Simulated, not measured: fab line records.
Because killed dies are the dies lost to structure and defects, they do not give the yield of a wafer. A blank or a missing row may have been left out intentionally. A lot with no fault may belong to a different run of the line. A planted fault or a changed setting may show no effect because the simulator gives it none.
Matching of chambers    flow berkeley_cmos170    UCB170_SPACER_CVD_00 on pecvd-04: 3 sister chambers
The step deposits SiO2 from TEOS/O2, target thk 376 nm, time 47 s. 3 wafers are shown with their chamber, then 7 later ones without.

== EACH WAFER AND ITS CHAMBER ==
wafer   chamber  susceptor_temp_C (C)
L297.5  2        389.84
L299.1  1        390.28
L299.5  0        389.73

== WAFERS MISSING THEIR CHAMBER ==
wafer   susceptor_temp_C (C)
L299.6  390.08
L303.1  389.84
L303.4  389.71
L303.6  389.95
L304.2  389.70
L304.4  390.18
L304.5  389.91

== THE CHAMBER EACH PASSED THROUGH ==
wafer    from the rows above            in truth
L299.6   can't be placed: 1 or 2 or 0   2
L303.1   can't be placed: 2 or 0        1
L303.4   can't be placed: 0 or 2        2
L303.6   can't be placed: 2 or 0        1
L304.2   can't be placed: 0 or 2        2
L304.4   1                              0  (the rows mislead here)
L304.5   can't be placed: 2 or 0        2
0 of 7 placed correctly. From these rows, 6 cannot be placed; in 4 the true chamber is one of the candidates. Wrongly placed: 1.
How it was worked out, from the rows above alone: a wafer's distance from a chamber is the root of the sum, over the readings, of the square of ((its reading less the chamber's mean) divided by the reading's scatter). If the next closest chamber is less than 2 further off than the closest, the wafer can't be placed; otherwise it belongs to the closest. Each chamber's mean is taken over the wafers shown for it. The scatter (one wafer shown for each chamber): square how far every hidden wafer sits from the nearest shown wafer, average those squares and take the square root.
